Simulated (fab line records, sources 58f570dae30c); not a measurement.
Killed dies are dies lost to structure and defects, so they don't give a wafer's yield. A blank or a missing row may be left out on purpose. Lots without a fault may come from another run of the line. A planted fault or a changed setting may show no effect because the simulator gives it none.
One fault seen from 2 desks | flow berkeley_cmos170 | each desk has only its own numbers; what lay behind them comes last

THE TOOL OWNER'S DESK: implanter-02
The tool's own readings at UCB170_PLDD_IMPLANT_09: means of the sampled wafers that have a number, for each lot that ran on this tool. A lot is out of limits, marked OUT, if its mean lies more than 4 standard deviations from the usual mean; the brackets give that distance.
Columns: A = beam_energy_keV at UCB170_PLDD_IMPLANT_09, usual 10.000; B = dose_ions_cm2 at UCB170_PLDD_IMPLANT_09, usual 5e+13; C = faraday_current_uA at UCB170_PLDD_IMPLANT_09, usual 156
lot  | first seen here | A      | B                       | C
L845 | day 7 14:34     | 10.002 | 5e+13                   | 161
L847 | day 7 23:42     | 9.997  | 5e+13                   | 162
L846 | day 8 00:43     | 10.004 | 5e+13                   | 159
L851 | day 8 23:17     | 10.001 | 5e+13                   | 158
L860 | day 10 15:55    | 9.998  | 3e+13 (-99 or more) OUT | 106 (-11) OUT
L861 | day 11 06:53    | 10.005 | 3e+13 (-99 or more) OUT | 107 (-11) OUT
This desk's finding: out of limits on L860, L861; first on L860, day 10 15:55 (dose_ions_cm2 at UCB170_PLDD_IMPLANT_09). In limits: L845, L847, L846, L851.

THE METROLOGY DESK
What the gauges read, lot by lot, whatever tool the lot ran on: means of the sampled wafers that have a number. A lot is out of limits, marked OUT, if its mean lies more than 4 standard deviations from the usual mean; the brackets give that distance.
Columns: A = PLDD_TW at UCB170_PLDD_TW_MEAS_11, usual 1013; B = cd_nm at UCB170_NLDD_CD_MEAS_06, usual 1200.2 nm; C = PSD_TW at UCB170_PSD_TW_MEAS_10, usual 2327; D = PLDD_RS at UCB170_SDANNEAL_RS_MEAS_04, usual 1031.2 ohm/sq
lot  | first seen here | A              | B      | C    | D
L845 | day 7 14:49     | 1021           | 1199.7 | 2354 | 1027.9
L847 | day 7 23:58     | 1014           | 1199.0 | 2346 | 1033.4
L848 | day 8 00:40     | 1018           | 1200.0 | 2347 | 1033.7
L846 | day 8 00:58     | 1009           | 1199.6 | 2317 | 1029.2
L849 | day 8 01:56     | 1007           | 1201.5 | 2318 | 1032.1
L850 | day 8 08:43     | 1007           | 1200.5 | 2355 | 1033.8
L852 | day 8 23:08     | 1019           | 1198.8 | 2343 | 1029.8
L851 | day 8 23:32     | 1007           | 1199.8 | 2294 | 1029.4
L853 | day 8 23:49     | 1017           | 1200.9 | 2330 | 1030.5
L854 | day 9 13:10     | 1016           | 1199.4 | 2298 | 1032.3
L860 | day 10 16:10    | 964 (-7.5) OUT | 1200.3 | 2301 | 1190.4 (+61) OUT
L861 | day 11 07:07    | 962 (-7.9) OUT | 1200.9 | 2298 | 1193.0 (+62) OUT
L866 | day 11 22:51    | 1014           | 1198.7 | 2329 | 1026.9
L867 | day 12 09:21    | 1013           | 1201.6 | 2350 | 1030.9
This desk's finding: out of limits on L860, L861; first on L860, day 10 16:10 (PLDD_TW at UCB170_PLDD_TW_MEAS_11). In limits: L845, L847, L848, L846, L849, L850, L852, L851, L853, L854, L866, L867.

PUT TOGETHER
The tool owner's desk could have raised an alarm at day 10 15:55, on L860, L861.
The metrology desk could have raised an alarm at day 10 16:10, on L860, L861.
Of the lots named, all ran UCB170_PLDD_IMPLANT_09 on implanter-02.

WHAT THE SIMULATOR HAD PUT IN
Process parameter drift: implanter-02, from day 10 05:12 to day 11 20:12, at UCB170_PLDD_IMPLANT_09. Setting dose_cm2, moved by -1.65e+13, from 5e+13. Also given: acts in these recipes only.
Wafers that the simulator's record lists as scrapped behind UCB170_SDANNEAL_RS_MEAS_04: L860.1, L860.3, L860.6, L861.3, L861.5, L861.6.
Lots struck among those shown: L860, L861.
Hours from the fault's start to each desk's first reading out of limits: the tool owner's desk, 11; the metrology desk, 11.
